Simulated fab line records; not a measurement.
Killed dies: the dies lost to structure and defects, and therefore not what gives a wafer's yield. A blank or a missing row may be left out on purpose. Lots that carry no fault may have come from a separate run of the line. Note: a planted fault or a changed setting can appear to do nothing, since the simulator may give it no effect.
Split-lot trial :: flow berkeley cmos170 :: 23 wafers read across 5 lots, on a route 331 steps long

THE SPLIT
At UCB170_V2_ETCH_14 (etches SiO2 in CHF3/CF4/Ar, stops on Al, target depth 1250 nm, time 291 s), the setting time s was moved away from the recipe's 291 s on 9 of the 23 wafers read, by -8.7% to +13.0%. For the rest of the wafers, this setting stayed at what the recipe calls for.

The reading is taken at the split's own step.

THE READING
KrF_of_V2_COAT_07.thk nm (the simulator's own value, which no gauge read), in nm, at UCB170_V2_ETCH_14 (etches SiO2 in CHF3/CF4/Ar, stops on Al, target depth 1250 nm, time 291 s). The file gives no usual value for it. Here, 14 wafers ran the recipe; their average is 611.9 nm with a standard deviation of 4.7 nm.

wafer: L075.1
tool, chamber at the split: rie diel-01, 0
time s as run, s: 320.2
against the recipe: +10.0%
KrF_of_V2_COAT_07.thk nm, nm: 582.5
against lot-mates on the recipe: -30.5

wafer: L075.2
tool, chamber at the split: rie diel-01, 3
time s as run, s: 291
against the recipe: recipe
KrF_of_V2_COAT_07.thk nm, nm: 613.4
against lot-mates on the recipe: -

wafer: L075.3
tool, chamber at the split: rie diel-01, 1
time s as run, s: 320.2
against the recipe: +10.0%
KrF_of_V2_COAT_07.thk nm, nm: 589.1
against lot-mates on the recipe: -23.9

wafer: L075.4
tool, chamber at the split: rie diel-01, 2
time s as run, s: 291
against the recipe: recipe
KrF_of_V2_COAT_07.thk nm, nm: 612.6
against lot-mates on the recipe: -

wafer: L075.6
tool, chamber at the split: rie diel-01, 2
time s as run, s: 320.2
against the recipe: +10.0%
KrF_of_V2_COAT_07.thk nm, nm: 588.8
against lot-mates on the recipe: -24.2

wafer: L077.1
tool, chamber at the split: rie diel-04, 2
time s as run, s: 328.8
against the recipe: +13.0%
KrF_of_V2_COAT_07.thk nm, nm: 578.1
against lot-mates on the recipe: -25.6

wafer: L077.2
tool, chamber at the split: rie diel-04, 0
time s as run, s: 291
against the recipe: recipe
KrF_of_V2_COAT_07.thk nm, nm: 604.6
against lot-mates on the recipe: -

wafer: L077.3
tool, chamber at the split: rie diel-04, 1
time s as run, s: 328.8
against the recipe: +13.0%
KrF_of_V2_COAT_07.thk nm, nm: 571
against lot-mates on the recipe: -32.7

wafer: L077.5
tool, chamber at the split: rie diel-04, 1
time s as run, s: 328.8
against the recipe: +13.0%
KrF_of_V2_COAT_07.thk nm, nm: 568.8
against lot-mates on the recipe: -34.9

wafer: L077.6
tool, chamber at the split: rie diel-04, 0
time s as run, s: 291
against the recipe: recipe
KrF_of_V2_COAT_07.thk nm, nm: 602.8
against lot-mates on the recipe: -

wafer: L080.1
tool, chamber at the split: rie diel-01, 2
time s as run, s: 291
against the recipe: recipe
KrF_of_V2_COAT_07.thk nm, nm: 613.9
against lot-mates on the recipe: -

wafer: L080.3
tool, chamber at the split: rie diel-01, 1
time s as run, s: 291
against the recipe: recipe
KrF_of_V2_COAT_07.thk nm, nm: 619.9
against lot-mates on the recipe: -

wafer: L080.4
tool, chamber at the split: rie diel-01, 3
time s as run, s: 291
against the recipe: recipe
KrF_of_V2_COAT_07.thk nm, nm: 614.3
against lot-mates on the recipe: -

wafer: L080.5
tool, chamber at the split: rie diel-01, 3
time s as run, s: 291
against the recipe: recipe
KrF_of_V2_COAT_07.thk nm, nm: 614.2
against lot-mates on the recipe: -

wafer: L080.6
tool, chamber at the split: rie diel-01, 0
time s as run, s: 291
against the recipe: recipe
KrF_of_V2_COAT_07.thk nm, nm: 608.7
against lot-mates on the recipe: -

wafer: L082.1
tool, chamber at the split: rie diel-01, 2
time s as run, s: 291
against the recipe: recipe
KrF_of_V2_COAT_07.thk nm, nm: 613.5
against lot-mates on the recipe: -

wafer: L082.2
tool, chamber at the split: rie diel-01, 3
time s as run, s: 291
against the recipe: recipe
KrF_of_V2_COAT_07.thk nm, nm: 609.6
against lot-mates on the recipe: -

wafer: L082.5
tool, chamber at the split: rie diel-01, 0
time s as run, s: 291
against the recipe: recipe
KrF_of_V2_COAT_07.thk nm, nm: 606.9
against lot-mates on the recipe: -

wafer: L081.1
tool, chamber at the split: rie diel-04, 2
time s as run, s: 291
against the recipe: recipe
KrF_of_V2_COAT_07.thk nm, nm: 618.2
against lot-mates on the recipe: -

wafer: L081.2
tool, chamber at the split: rie diel-04, 0
time s as run, s: 265.8
against the recipe: -8.7%
KrF_of_V2_COAT_07.thk nm, nm: 637
against lot-mates on the recipe: +20.5

wafer: L081.3
tool, chamber at the split: rie diel-04, 3
time s as run, s: 291
against the recipe: recipe
KrF_of_V2_COAT_07.thk nm, nm: 614.7
against lot-mates on the recipe: -

wafer: L081.4
tool, chamber at the split: rie diel-04, 1
time s as run, s: 265.8
against the recipe: -8.7%
KrF_of_V2_COAT_07.thk nm, nm: 635.2
against lot-mates on the recipe: +18.8

wafer: L081.6
tool, chamber at the split: rie diel-04, 1
time s as run, s: 265.8
against the recipe: -8.7%
KrF_of_V2_COAT_07.thk nm, nm: 639.3
against lot-mates on the recipe: +22.8

FIT RESULTS
A straight line over all 23 wafers: KrF_of_V2_COAT_07.thk nm changes by -2.86 nm for each +1% of time s; r = -0.97; the points scatter about the line by 4.6 nm.
The same after taking each lot's own level away (the mean of its wafers on the recipe; 23 wafers): -2.45 nm for each +1%; r = -0.98; scatter 3 nm.
Per that fit: largest time s move, reading shift of 32 nm.
Measured against the standard deviation above, the lots' own levels, which go from 603.70 to 616.45 nm, span 2.7 times it.
Thus the slope moves with the lot-to-lot level: the two fits are different.
Check: for one of the wafers moved furthest among these (+13.0%), held out of the fit, the line's prediction against its lot-mates is -33.3 nm. It came out at -25.6 nm against them.

THE OTHER SPLITS THESE WAFERS WENT THROUGH
Other splits were also applied to these wafers ahead of the reading. Each is held against what the fit with the lots' levels taken away leaves over:
other split on the same wafers: UCB170_V2_EXPOSE_09 dose mj
wafers away from the commonest value: 7
r with KrF_of_V2_COAT_07.thk nm (lot level and that fit taken away): +0.09

THE WHOLE CHAIN: every reading that the file lists as answering this split, in the file's order
step: UCB170_V2_ETCH_14
what it does: etches SiO2 in CHF3/CF4/Ar, stops on Al, target depth 1250 nm, time 291 s
reading: KrF_of_V2_COAT_07.thk nm (the simulator's own value, which no gauge read)
change (the file's fit): -2.46 nm for each +1% of the setting
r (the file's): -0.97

step: UCB170_V2_STRIP_15
what it does: strips in O2
reading: strip time to endpoint s
change (the file's fit): withheld for each +1% of the setting
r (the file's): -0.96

THE FILE'S OWN FIT
KrF_of_V2_COAT_07.thk nm changes by -2.46 nm for each +1% of time s, r = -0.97.
